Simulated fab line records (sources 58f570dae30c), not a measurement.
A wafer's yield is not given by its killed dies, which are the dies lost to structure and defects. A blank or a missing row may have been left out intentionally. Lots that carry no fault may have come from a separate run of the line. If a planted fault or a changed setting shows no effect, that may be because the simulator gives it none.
Comparing a struck lot with a sound one :: flow berkeley_cmos170 :: 15 steps out of a route of 331
Sound: the wafers L118.2, L118.3, L118.6. Wafers L126.2, L126.3, L126.4 were the ones struck. The cause comes at the end.
Per side, at each step with rows, come the tool, then ch with its chambers, and then its first start. Under that, the readings that differ: sound wafers :: struck wafers :: difference of the means :: sigmas: that difference in standard deviations of wafers without a fault.
alike: words and numbers the same on both sides, and readings whose means are apart by under 2 such deviations; not compared: readings that were withheld, readings missing a value for some wafer, numbers with overlapping values and no deviation given by the record, and bounds like >300 which may hide the same value.
Wherever a step has rows on one side only, a row that says differs or no value, or a row with sigmas, the two part there. Numbers that have no deviation but don't overlap get no sigmas and don't part them. Lack of a reading on every wafer of one side parts them only where that side has two or more wafers.

first, 1 step without rows for these wafers: UCB170_CONTACT_CLEAN_20 (cleans in SPM, time 600 s).
UCB170_M1_SPUTTER_00: material Al, target thk 600 nm, time 80 s.
  sound on pvd_sputter-04 at day 9 03:23; struck on pvd_sputter-04 at day 11 03:07
  alike: throttle_valve_pct
UCB170_M1_RS_MEAS_01: a four-point-probe measurement.
  sound on film_metro-02 at day 9 03:28; struck on film_metro-03 at day 11 03:11
  alike: M1_AL_RS
UCB170_M1_THK_MEAS_02: measures by xrf.
  sound on film_metro-02 at day 9 03:35; struck on film_metro-03 at day 11 03:18
  alike: M1_AL_THK
then, 6 steps without rows for these wafers: UCB170_M1_COAT_03; UCB170_M1_COAT_04 (resist thk 900 nm); UCB170_M1_SOFTBAKE_05 (time 60 s); UCB170_M1_EXPOSE_06 (exposes mask METAL1, target cd 700 nm); UCB170_M1_PEB_07; UCB170_M1_DEVELOP_08 (develop time 45 s).
UCB170_M1_CD_MEAS_09: target cd 700 nm.
  sound on cd_sem-01 at day 9 04:50; struck on cd_sem-02 at day 11 04:34
  alike: cd_nm
UCB170_M1_OVL_MEAS_10:
  sound on overlay-01 at day 9 04:56; struck on overlay-01 at day 11 04:40
  alike: M1_OVL
UCB170_M1_ETCH_11: etches BARC in N2/H2.
  sound on rie_diel-02 ch 0,2,3, day 9 04:58; struck on rie_diel-02 ch 0,1,2, day 11 04:41
reading: oes_product_au (a.u.)
sound: 0.997 0.996 1.048
struck: 0.804 0.766 0.804
difference: -0.222
sigmas: -10
  alike: drypump_motor_current_A, h2_flow_sccm, rf_fwd_power_W, throttle_valve_pct
UCB170_M1_METAL_ETCH_12: etches Al in Cl2/BCl3, stops on PSG, target depth 780 nm, time 130 s.
  sound on rie_metal-04 ch 1, day 9 05:03; struck on rie_metal-01 ch 0,1, day 11 04:44
reading: oes_product_au (a.u.)
sound: 0.819 0.830 0.821
struck: 0.867 0.847 0.862
difference: +0.035
sigmas: +2
  alike: drypump_motor_current_A, rf_fwd_power_W, throttle_valve_pct
  not compared: rf_hours_counter_h
UCB170_M3_PROBE_99:
  the record holds rows for the sound wafers here (prober-01, day 9 18:11) but none for the struck ones

## WHERE THEY PART
Earliest at UCB170_M1_ETCH_11; latest, in this record, at UCB170_M3_PROBE_99.

WHY: whatever the simulator had introduced
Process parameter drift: rie_diel-02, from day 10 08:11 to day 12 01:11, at UCB170_M1_ETCH_11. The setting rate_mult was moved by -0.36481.
